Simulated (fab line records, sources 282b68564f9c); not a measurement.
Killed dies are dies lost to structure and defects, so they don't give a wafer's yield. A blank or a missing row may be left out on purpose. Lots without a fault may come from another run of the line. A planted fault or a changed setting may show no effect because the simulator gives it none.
One fault seen from 2 desks | flow rit_cmos | each desk has only its own numbers; what lay behind them comes last

THE METROLOGY DESK
What the gauges read, lot by lot, whatever tool the lot ran on: means of the sampled wafers that have a number. A lot is out of limits, marked OUT, if its mean lies more than 4 standard deviations from the usual mean; the brackets give that distance. Of its 10 readings 7 are shown: those that lie furthest out on some lot.
Columns: A = PLDD_TW at RIT_PLDD_TW_MEAS_10, usual 2359; B = SPACER_NITRIDE_THK at RIT_SPACER_THK_MEAS_04, usual 250.1 nm; C = NSD_OVL at RIT_NSD_OVL_MEAS_06, usual 0.0 nm; D = NSD_TW at RIT_NSD_TW_MEAS_10, usual 3123; E = PSD_OVL at RIT_PSD_OVL_MEAS_06, usual 2.3 nm; F = PSD_RS at RIT_SDANNEAL_RS_MEAS_04, usual 115.8 ohm/sq; G = PLDD_RS at RIT_SDANNEAL_RS_MEAS_06, usual 177.7 ohm/sq
lot  | first seen here | A    | B     | C    | D    | E   | F     | G
L677 | day 4 02:53     | 2369 | 255.1 | -0.8 | 3126 | 1.3 | 115.3 | 177.2
L678 | day 4 08:51     | 2366 | 254.9 | -0.7 | 3135 | 4.4 | 115.7 | 178.3
L691 | day 6 14:24     | 2378 | 249.6 | 0.4  | 3153 | 3.5 | 116.0 | 178.0
L692 | day 6 22:38     | 2365 | 248.5 | 0.1  | 3102 | 1.9 | 115.2 | 177.3
L693 | day 7 04:37     | 2384 | 250.1 | 0.5  | 3139 | 2.1 | 115.7 | 177.3
L694 | day 7 08:14     | 2373 | 253.6 | 2.1  | 3105 | 3.2 | 115.8 | 178.3
This desk's finding: nothing out of limits on any of the 6 lots.

THE TOOL OWNER'S DESK: rie_diel-02
The tool's own readings at RIT_SPACER_ETCHBACK_05 (etches Si3N4 in SF6/CHF3, stops on SiO2, target depth 250 nm, time 240 s): means of the sampled wafers that have a number, for each lot that ran on this tool. A lot is out of limits, marked OUT, if its mean lies more than 4 standard deviations from the usual mean; the brackets give that distance.
Columns: A = SF6_flow_sccm at RIT_SPACER_ETCHBACK_05, usual 30.01 sccm; B = drypump_motor_current_A at RIT_SPACER_ETCHBACK_05, usual 5.6 A; C = oes_product_au at RIT_SPACER_ETCHBACK_05, usual 0.847 a.u.; D = run_length_s at RIT_SPACER_ETCHBACK_05, usual 268.2 s; E = throttle_valve_pct at RIT_SPACER_ETCHBACK_05, usual 10.28 %
lot  | first seen here | A     | B   | C                | D               | E
L677 | day 4 05:48     | 30.05 | 6.0 | 0.871            | 268.1           | 10.20
L691 | day 6 17:19     | 29.95 | 5.8 | 0.815            | 282.5 (+32) OUT | 10.23
L692 | day 7 01:43     | 30.02 | 6.1 | 0.788 (-5.9) OUT | 296.6 (+65) OUT | 10.19
This desk's finding: out of limits on L691, L692; first on L691, day 6 17:19 (run_length_s at RIT_SPACER_ETCHBACK_05). In limits: L677.

PUT TOGETHER
The tool owner's desk could have raised an alarm at day 6 17:19, on L691, L692.
The metrology desk saw nothing out of limits.
The metrology desk has L691, L692 on record, within its limits.
Of the lots named, all ran RIT_SPACER_ETCHBACK_05 on rie_diel-02.

WHAT THE SIMULATOR HAD PUT IN
Process parameter drift: rie_diel-02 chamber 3, from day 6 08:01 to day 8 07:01, at RIT_SPACER_ETCHBACK_05. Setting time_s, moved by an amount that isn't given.
Lots struck among those shown: L691, L692.
Hours from the fault's start to each desk's first reading out of limits: the tool owner's desk, 9.
